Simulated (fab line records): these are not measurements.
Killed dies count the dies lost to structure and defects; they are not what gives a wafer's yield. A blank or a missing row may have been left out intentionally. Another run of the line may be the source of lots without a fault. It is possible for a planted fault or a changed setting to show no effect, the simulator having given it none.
2 desks looking at one fault ; flow rit-cmos ; what lay behind the numbers comes last; until then each desk has only its own

## AT THE METROLOGY DESK
Lot by lot, what the gauges showed, no matter which tool ran the lot: averages of those sampled wafers that carry a number. The brackets show how far a lot's mean lies from the usual mean; more than 4 standard deviations puts the lot out of limits, marked OUT.
Columns: A = INCOMING_BOW at RIT_ACTIVE_BOW_MEAS_00, usual 1 um; B = cd-nm at RIT_ACTIVE_CD_MEAS_90, usual 1400.1 nm; C = FOX1_OXIDE_THK at RIT_FOX1_THK_MEAS_01, usual 352 nm; D = M1_AL_THK at RIT_M1_THK_MEAS_02, usual 420 nm
lot;first seen here;A;B;C;D
L870;day 1 10:00;2;1401.0;342;414
L871;day 1 15:04;2;1404.7;360;419
L872;day 1 20:02;-2;1399.9;358;424
L873;day 2 01:00;-1;1398.9;351;418
L874;day 2 06:01;-4;1399.5;341;421
L877;day 2 21:00;-4;-;-;-
L878;day 3 02:01;1;-;-;-
L886;day 4 18:00;-1;1397.8;342;426
L888;day 5 04:00;-3;1397.6;350;424
L889;day 5 09:00;2;1402.6;351;423
L890;day 5 14:00;-4;1401.1;357;420
L891;day 5 19:02;1;1397.8;358;426
L892;day 6 00:00;2;1399.9;359;420
L893;day 6 05:00;0;1400.8;346;417
This desk found nothing out of limits on any of the 14 lots.

## TOOL OWNER'S DESK, rie-diel-03
The tool's own readings at RIT_ACTIVE_ETCH_13 (etches Si3N4 in SF6, stops on SiO2, time 210 s, target depth 210 nm): means of the sampled wafers that have a number, for each lot that ran on this tool. The brackets show how far a lot's mean lies from the usual mean; more than 4 standard deviations puts the lot out of limits, marked OUT.
Columns: A = SF6_flow_sccm at RIT_ACTIVE_ETCH_13, usual 199.9 sccm; B = chamber-pressure-mTorr at RIT_ACTIVE_ETCH_13, usual 260.00 mTorr; C = drypump-motor-current-A at RIT_ACTIVE_ETCH_13, usual 6.0 A; D = oes-product-au at RIT_ACTIVE_ETCH_13, usual 0.815 a.u.; E = throttle-valve-pct at RIT_ACTIVE_ETCH_13, usual 7.53 %
lot;first seen here;A;B;C;D;E
L874;day 2 11:14;199.7;259.89;6.4;0.816;7.48
L888;day 5 09:52;200.0;260.19;6.1;0.799;7.43
L889;day 5 14:43;199.9;259.96;6.2;0.817;7.51
L890;day 5 19:05;199.4;260.08;5.9;0.820;7.62
L891;day 6 01:00;199.7;260.05;6.4;0.819;7.47
L893;day 6 10:47;199.8;259.93;5.9;0.810;7.51
This desk found nothing out of limits on any of the 6 lots.

## BROUGHT TOGETHER
The metrology desk saw nothing out of limits.
The tool owner's desk saw nothing out of limits.

## WHAT WAS PUT IN BY THE SIMULATOR
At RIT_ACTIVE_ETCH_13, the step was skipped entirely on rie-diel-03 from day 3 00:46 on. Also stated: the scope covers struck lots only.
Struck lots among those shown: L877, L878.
